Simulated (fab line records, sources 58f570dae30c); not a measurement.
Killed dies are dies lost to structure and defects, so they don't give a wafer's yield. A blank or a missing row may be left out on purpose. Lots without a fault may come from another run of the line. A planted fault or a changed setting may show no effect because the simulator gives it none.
Which tool did it? | flow berkeley_cmos170 | 7 lots, 21 wafers sampled, at 2 steps of a route of 331

WHAT THE GAUGES READ, wafer by wafer
UCB170_FIELD_THK_MEAS_91.
lot  | measured     | on            | FIELD_OXIDE_LEFT_2_THK (nm)
L262 | day 5 09:10  | film_metro-03 | 349 342 338
L264 | day 6 00:19  | film_metro-04 | 345 344 338
L265 | day 6 07:05  | film_metro-01 | 349 354 353
L273 | day 8 01:56  | film_metro-04 | 353 366 357
L275 | day 8 20:47  | film_metro-04 | 340 348 342
L280 | day 9 12:13  | film_metro-01 | 372 370 365
L283 | day 10 01:32 | film_metro-03 | 359 356 371

WHICH TOOL RAN EACH LOT (tool, then ch and the chambers of the sampled wafers, then the start)
lot  | UCB170_PVT_STRIP_08
L262 | plasma_asher-02 ch 0,1, day 5 08:57
L264 | plasma_asher-02 ch 0,1, day 6 00:04
L265 | plasma_asher-03 ch 0,1, day 6 06:43
L273 | plasma_asher-02 ch 0,1, day 8 01:42
L275 | plasma_asher-03 ch 0,1, day 8 19:27
L280 | plasma_asher-03 ch 0,1, day 9 12:00
L283 | plasma_asher-03 ch 0,1, day 10 01:19
- UCB170_PVT_STRIP_08: strips in O2.

THE ANSWER, worked out from the rows above alone
Rule: what is usual is taken from the lots themselves. Put in order of their means at a reading, lots are off if they are a third of the lots or fewer, leave a main group of 4 or more, and stand apart from it by a gap of 3 or more times the standard deviation of the main group's means; of several such gaps the widest counts. A main group whose means are all the same, to the digits that the tables above print for the reading, isn't used. A lot without any number at a reading at which 4 lots or more have one is off too. The other lots that the step has rows for count as sound.
No lot is off at any reading shown: from this, nothing can be told.

WHAT THE SIMULATOR HAD PUT IN
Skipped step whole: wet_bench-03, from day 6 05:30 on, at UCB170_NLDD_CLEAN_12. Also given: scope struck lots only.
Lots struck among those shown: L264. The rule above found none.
